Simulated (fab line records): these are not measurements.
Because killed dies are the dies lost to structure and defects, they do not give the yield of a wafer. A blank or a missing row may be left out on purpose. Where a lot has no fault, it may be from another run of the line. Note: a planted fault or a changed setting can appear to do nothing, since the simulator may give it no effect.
fab line records -- flow berkeley-cmos170
[record] lots = 7, wafers = 21, last-day = 12
route steps=331 shown PWELL@44 WELLDRIVE@55
lots that met no fault: from a run of the same line without faults
start-h: hours from the record's first day to the start of the lot's first wafer shown -- wait-h: hours since the lot's step before -- " unchanged from the row above -- L1.1+2: several wafers, shown together as one row -- - no value, or no start given -- * or withheld: withheld -- < > ~ a bound
route shown NAME@n: names a module that has steps shown in the file, with the first one's number in the route -- usual: mean/standard deviation of fault-free wafers -- same: alike in all rows -- chamber/n: place in a boat -- sites: per-site readings -- _std_site: the standard deviation of these -- _edge_site: inner sites' mean taken away from outer sites' mean -- radius-mm: for every site, how far away it sits from the centre of the wafer -- mask NAME#n: copy n -- behind: the most recent tool/chamber to have shaped the wafer -- hold: why the lot was held/for how many hours/how that ended -- device: the transistor (n, p or np) that didn't switch -- end of line: the same wafers' tests at the end of the route -- a step with no rows: only its recipe -- killed: at the first sort, the dies lost to defects and structure; wafer yield is something else -- map: per-die view of a wafer (x killed, . not killed, _ where there is no die)
set.NAME: the setting that was run; set.NAME@STEP: the one run at that earlier step -- model.NAME: the simulator's own value behind a step, which no gauge read
certain route steps with their lots: each step a table, each wafer a row
services: when a tool's chamber went out of use (start-h, in hours from the record's first day, below 0 if earlier), for how many hours, and the reason
[[steps]]
[step UCB170_PWELL_EXPOSE_10]
[recipe] mask-id = PWELL, target-cd-nm = 3000, na = 0.5, sigma-outer = 0.6, source-shape = conventional, dose-mj = 19
[step UCB170_PWELL_PEB_11]
[recipe] peb-temp-c = 130, peb-time-s = withheld, resist = KrF
[step UCB170_PWELL_DEVELOP_12]
[recipe] developer = TMAH, develop-time-s = 45, resist = KrF, dev-temp-c = 21
[step UCB170_PWELL_OVL_MEAS_13]
[usual] PWELL_OVL = 6/6.2
lot.wafer,tool,chamber,start-h,wait-h,PWELL_OVL[nm]
L177.4,overlay-01,-,45.97,-,-2
L177.5,overlay-01,-,45.97,-,7
L177.6,overlay-01,-,45.97,-,1
L186.1,overlay-01,-,90.73,-,17
L186.2,overlay-01,-,90.73,-,10
L186.3,overlay-01,-,90.73,-,4
L187.3,overlay-01,-,98.29,-,-4
L187.4,overlay-01,-,98.29,-,-6
L187.6,overlay-01,-,98.29,-,1
L188.1,overlay-02,-,105.30,-,7
L188.4,overlay-02,-,105.30,-,11
L188.5,overlay-02,-,105.30,-,0
L193.2,overlay-01,-,127.37,-,8
L193.5,overlay-01,-,127.37,-,3
L193.6,overlay-01,-,127.37,-,13
L195.1,overlay-01,-,144.33,-,25
L195.3,overlay-01,-,144.33,-,15
L195.5,overlay-01,-,144.33,-,16
L200.3,overlay-01,-,170.78,-,3
L200.5,overlay-01,-,170.78,-,10
L200.6,overlay-01,-,170.78,-,4
[step UCB170_PWELL_ETCH_14]
[recipe] chemistry = CH3F/Ar/O2, target = Si3N4, stop-on = SiO2, CH3F_flow_sccm = 20, Ar_flow_sccm = 50, O2_flow_sccm = 7, pressure-mtorr = 50, rf-w = 450, target-depth-a = 2420, over-etch-frac = 0.1, time-s = 151
[usual] drypump-motor-current-A = 5.5/0.57, oes-product-au = 0.941/0.019, throttle-valve-pct = 8.06/0.11
[same] over-etch-frac = 0.1, time-s = 151
lot.wafer,tool,chamber,start-h,wait-h,drypump-motor-current-A,oes-product-au,rf-hours-counter-h,throttle-valve-pct
L177.4,rie-diel-04,3,45.99,0.0,6.6,0.949,170,8.05
L177.5,rie-diel-04,3,45.99,0.0,6.6,0.945,-,8.06
L177.6,rie-diel-04,2,45.99,0.0,6.4,0.943,-,8.01
L186.1,rie-diel-02,3,90.76,0.0,4.9,0.923,16,7.91
L186.2,rie-diel-02,1,90.76,0.0,6.4,0.935,39,8.14
L186.3,rie-diel-02,2,90.76,0.0,5.5,0.958,146,8.03
L187.3,rie-diel-03,2,98.31,0.0,4.8,0.915,45,8.02
L187.4,rie-diel-03,3,98.31,0.0,5.2,0.965,15,8.30
L187.6,rie-diel-03,3,98.31,0.0,5.2,0.966,-,8.28
L188.1,rie-diel-04,3,105.34,0.0,6.6,0.896,1,8.08
L188.4,rie-diel-04,1,105.34,0.0,6.6,0.935,140,8.03
L188.5,rie-diel-04,1,105.34,0.0,6.6,0.928,-,7.99
L193.2,rie-diel-03,1,127.40,0.0,5.7,0.952,14,7.93
L193.5,rie-diel-03,3,127.40,0.0,5.2,0.965,-,8.29
L193.6,rie-diel-03,0,127.40,0.0,5.4,0.925,-,8.07
L195.1,rie-diel-03,1,144.37,0.0,5.7,0.934,15,7.93
L195.3,rie-diel-03,2,144.37,0.0,4.8,0.922,47,8.00
L195.5,rie-diel-03,2,144.37,0.0,4.8,0.916,-,8.01
L200.3,rie-diel-03,2,170.81,0.0,4.8,0.928,50,8.01
L200.5,rie-diel-03,2,170.81,0.0,4.8,0.935,-,8.01
L200.6,rie-diel-03,3,170.81,0.0,5.2,0.969,-,8.27
[step UCB170_PWELL_IMPLANT_15]
[recipe] species = B, dose-cm2 = 5e+12, energy-kev = 60, tilt-deg = 7
[step UCB170_PWELL_STRIP_16]
[recipe] chemistry = O2, power-w = 400, pressure-mtorr = 3500, platen-temp-c = withheld, o2-flow-sccm = 400, overash-fraction = 0.5
[usual] drypump-motor-current-A = 6.0/0.39, oes-product-au = 0.721/0.0046, strip-time-to-endpoint-s = 18.10/0.072
lot.wafer,tool,chamber,start-h,wait-h,drypump-motor-current-A,oes-product-au,rf-hours-counter-h,strip-time-to-endpoint-s
L177.4,plasma-asher-03,0,46.28,0.1,5.4,0.718,-,18.13
L177.5,plasma-asher-03,1,46.28,0.1,6.5,0.721,-,18.13
L177.6,plasma-asher-03,0,46.28,0.1,5.4,0.719,-,18.07
L186.1,plasma-asher-03,1,91.01,0.1,6.5,0.713,32,18.06
L186.2,plasma-asher-03,0,91.01,0.1,5.3,0.721,32,18.05
L186.3,plasma-asher-03,1,91.01,0.1,6.5,0.721,-,18.21
L187.3,plasma-asher-04,0,98.60,0.1,5.7,0.719,-,18.13
L187.4,plasma-asher-04,1,98.60,0.1,6.2,0.724,-,18.18
L187.6,plasma-asher-04,0,98.60,0.1,5.7,0.715,-,18.14
L188.1,plasma-asher-04,1,105.59,0.1,6.2,0.727,37,18.13
L188.4,plasma-asher-04,0,105.59,0.1,5.7,0.721,-,18.23
L188.5,plasma-asher-04,1,105.59,0.1,6.2,0.722,-,18.26
L193.2,plasma-asher-04,0,127.65,0.1,5.7,0.711,1,18.08
L193.5,plasma-asher-04,1,127.65,0.1,6.2,0.719,-,18.16
L193.6,plasma-asher-04,0,127.65,0.1,5.7,0.724,-,18.27
L195.1,plasma-asher-01,0,144.62,0.1,6.3,0.722,45,18.06
L195.3,plasma-asher-01,1,144.62,0.1,6.0,0.713,-,18.10
L195.5,plasma-asher-01,1,144.62,0.1,6.0,0.718,-,18.09
L200.3,plasma-asher-01,0,171.29,0.1,6.3,0.717,-,18.17
L200.5,plasma-asher-01,1,171.29,0.1,6.0,0.725,-,18.07
L200.6,plasma-asher-01,0,171.29,0.1,6.3,0.725,-,18.15
[step UCB170_PWELL_TW_MEAS_17]
[usual] PWELL_TW = 377/4.5
lot.wafer,tool,chamber,start-h,wait-h,PWELL_TW
L177.4,film-metro-01,-,46.37,0.1,370
L177.5,film-metro-01,-,46.37,0.1,371
L177.6,film-metro-01,-,46.37,0.1,371
L186.1,film-metro-01,-,91.11,0.1,377
L186.2,film-metro-01,-,91.11,0.1,374
L186.3,film-metro-01,-,91.11,0.1,375
L187.3,film-metro-01,-,98.68,0.1,374
L187.4,film-metro-01,-,98.68,0.1,372
L187.6,film-metro-01,-,98.68,0.1,374
L188.1,film-metro-01,-,105.69,0.1,373
L188.4,film-metro-01,-,105.69,0.1,372
L188.5,film-metro-01,-,105.69,0.1,376
L193.2,film-metro-01,-,127.76,0.1,375
L193.5,film-metro-01,-,127.76,0.1,373
L193.6,film-metro-01,-,127.76,0.1,374
L195.1,film-metro-01,-,144.72,0.1,374
L195.3,film-metro-01,-,144.72,0.1,373
L195.5,film-metro-01,-,144.72,0.1,372
L200.3,film-metro-04,-,171.37,0.1,385
L200.5,film-metro-04,-,171.37,0.1,383
L200.6,film-metro-04,-,171.37,0.1,383
[step UCB170_PWELL_CLEAN_18]
[recipe] chemistry = SPM, temp-c = 120, time-s = 600
[step UCB170_PWELL_WET_ETCH_19]
[recipe] chemistry = H3PO4, target = Si3N4, temp-c = 160, time-s = 14400
[step UCB170_PWELL_WET_ETCH_20]
[recipe] chemistry = BOE, dilution = 5:1, target = SiO2, temp-c = 25, time-s = 22
[step UCB170_WELLDRIVE_CLEAN_00]
[recipe] chemistry = SPM, temp-c = 120, time-s = 600
[step UCB170_WELLDRIVE_OXIDATION_01]
[recipe] temp-c = 1100, ambient = O2, target-thk-a = 1990, ox-time-s = 9000
[usual] ox-temp-c = 1100.0/0.41, ox-temp-c-max = 1105.2/1.5, spike-tc-centre-C = 1102.9/0.96
lot.wafer,tool,chamber,start-h,wait-h,ox-temp-c,ox-temp-c-max,spike-tc-centre-C
L177.4,furnace-02,0,56.08,0.9,1100.3,1102.6,1102.9
L177.5,furnace-02,0,56.08,0.9,1100.3,1103.7,1102.4
L177.6,furnace-02,0,56.08,0.9,1100.2,1102.6,1102.1
L186.1,furnace-04,-,99.46,2.6,-,-,-
L186.2,furnace-04,-,99.46,2.6,-,-,-
L186.3,furnace-04,-,99.46,2.6,-,-,-
L187.3,furnace-03,-,105.68,2.6,-,-,-
L187.4,furnace-03,-,105.68,2.6,-,-,-
L187.6,furnace-03,-,105.68,2.6,-,-,-
L188.1,furnace-03,-,112.18,1.5,-,-,-
L188.4,furnace-03,-,112.18,1.5,-,-,-
L188.5,furnace-03,-,112.18,1.5,-,-,-
L193.2,furnace-03,0,137.07,4.6,1100.6,1106.5,1103.9
L193.5,furnace-03,0,137.07,4.6,1100.4,1106.8,1102.4
L193.6,furnace-03,0,137.07,4.6,1100.6,1107.0,1103.8
L195.1,furnace-04,0,150.72,1.0,1100.1,1104.6,1103.5
L195.3,furnace-04,0,150.72,1.0,1100.4,1107.0,1104.3
L195.5,furnace-04,0,150.72,1.0,1100.4,1106.8,1101.6
L200.3,furnace-03,0,177.15,0.9,1099.9,1107.9,1102.0
L200.5,furnace-03,0,177.15,0.9,1099.3,1105.2,1103.0
L200.6,furnace-03,0,177.15,0.9,1100.2,1105.4,1103.3
[step UCB170_WELLDRIVE_ANNEAL_03]
[recipe] temp-c = 1100, time-s = 900, ambient = N2
[[services]]
tool,chamber,start-h,hours,kind
rie-diel-02,2,31.62,4.7,repair
rie-diel-02,3,35.44,1.7,repair
furnace-02,-,39.15,3.9,pm
rie-diel-04,0,46.75,-,clean
rie-diel-04,0,46.75,17.8,scheduled-down
rie-diel-04,0,46.75,17.8,vent-cycle
rie-diel-02,3,56.25,3.9,repair
plasma-asher-03,-,61.43,1.8,repair
rie-diel-04,3,64.51,-,clean
furnace-02,-,65.01,4.1,pm
plasma-asher-04,-,70.31,10.0,repair
rie-diel-03,2,71.42,2.0,repair
rie-diel-04,2,73.66,6.0,repair
furnace-03,-,81.68,3.3,pm
rie-diel-04,0,92.76,8.6,repair
rie-diel-02,1,96.92,7.6,repair
rie-diel-02,0,103.72,20.2,repair
plasma-asher-04,-,108.75,9.0,pm
plasma-asher-04,0,108.75,9.0,vent-cycle
plasma-asher-04,1,108.75,9.0,vent-cycle
plasma-asher-04,0,117.75,-,clean
plasma-asher-04,1,117.75,-,clean
plasma-asher-01,-,126.32,7.1,repair
rie-diel-03,0,143.16,126.4,repair
[[key]]
[first-sign] step = UCB170_WELLDRIVE_OXIDATION_01, reading = tool-record, direction = missing
effect none on later readings
met-at UCB170_WELLDRIVE_OXIDATION_01
struck-wafers L186.1,L186.2,L186.3,L187.3,L187.4,L187.6,L188.1,L188.4,L188.5
later-rows-left-out L186.1,L186.2,L186.3,L187.3,L187.4,L187.6,L188.1,L188.4,L188.5
sort-left-out L186.1,L186.2,L186.3,L187.3,L187.4,L187.6,L188.1,L188.4,L188.5
tester-left-out L186,L187,L188
[fault] kind = skipped-step-whole, tool = furnace-03,furnace-04, chamber = -, onset-h = 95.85, steps = UCB170_WELLDRIVE_OXIDATION_01, scope = struck-lots-only
// tester-left-out: of these lots the tester's yield and bins aren't shown, on N5 and GAA mostly nor the transistor test; their killed dies are dies lost to structure and defects alone, not to doping, threshold or leakage, so they don't give the yield
// sort-left-out: the simulated sort isn't trusted on such a fault, so these wafers' sort isn't shown, and their yield isn't known
// later-rows-left-out: the simulator's readings of these wafers behind a module that went badly wrong aren't trusted and aren't shown, but for the sort
